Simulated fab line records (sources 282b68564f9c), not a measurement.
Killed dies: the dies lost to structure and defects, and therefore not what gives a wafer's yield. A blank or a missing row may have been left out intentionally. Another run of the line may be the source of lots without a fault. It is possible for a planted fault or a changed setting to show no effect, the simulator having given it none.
Code-filled problem report in 8D (eight disciplines) form	flow rit_cmos	the parts of the form that need people (team, actions taken, sign-off) are left out

## 1. THE PROBLEM
Mean of killed_at_front_end at RIT_M1_PROBE_99: 45.2 across 6 wafers in 2 lots; on wafers with no fault it is 6.6 (standard deviation 2.7). Measured from the usual mean, that is +14 standard deviations.
Earliest sighting: wafer L683.3 on prober-02 at day 6 02:48. The record holds 42 wafers of 14 lots with a number at this step. Rule for "out" (also "out of limits"): further than 4 standard deviations from the usual mean. The rest of the wafers with a number are treated as sound.

## 2. WHAT IT IS, WHAT IT ISN'T
question	is	is not
which readings at this step	killed_at_front_end, killed_dies	killed_open, killed_short
which lots	L683, L684	L671, L672, L673, L675, L677, L682, L686, L687, L688, L689, L690, L692
which wafers of those lots	all that have a number	-
read on which tools	prober-01, prober-02	-
when	from day 6 02:48	up to then (18 sound wafers); but 18 sound wafers of L686, L687, L688, L689, L690, L692 came after

## 3. SUSPECTS, AND WHAT RULES EACH OUT
Counting: any tool at a process step up to the reading is kept as a suspect provided that every lot that is out went through it and no sound lot did after the first of them.
- wet_bench-02 at RIT_ACTIVE_CLEAN_16 (cleans in dHF, time 30 s): kept. It ran every lot that is out, first L683 (day 4 04:03), and no sound lot after that; its last sound lot up to then is L682 (day 3 23:37).
The count leaves wet_bench-02 at RIT_ACTIVE_CLEAN_16.

## 4. THE CAUSE (what the simulator had put in)
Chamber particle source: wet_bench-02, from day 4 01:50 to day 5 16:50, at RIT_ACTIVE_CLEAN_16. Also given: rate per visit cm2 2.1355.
Counting left only this tool.

## 5. THE CHAIN OF EFFECTS, in route order
Rows list readings where the struck wafers' mean (over those with a number) sits beyond 3 standard deviations from the usual. Only readings for which the record gives a usual standard deviation are gone through. hours: the time from each lot's start at the first step in this table that gives one to its start at this step, as a median over the lots. sigmas: the change in usual standard deviations.
hours	step	reading	usual	on struck wafers	change	sigmas
0	RIT_M1_PROBE_99	killed_at_front_end	6.6	45.2	+38.6	+14
0	RIT_M1_PROBE_99	killed_dies	6.7	45.2	+38.5	+14
Its process steps:
- RIT_M1_PROBE_99

## 6. WHAT WOULD HAVE CAUGHT IT SOONER
First out-of-limits reading in this record: day 6 02:48, which is 49 hours after fault onset at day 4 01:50.
The start of RIT_ACTIVE_CLEAN_16 on wet_bench-02 came by day 6 02:48 for every one of the lots that are out (2). Holding the tool at that point would not have protected any of them.
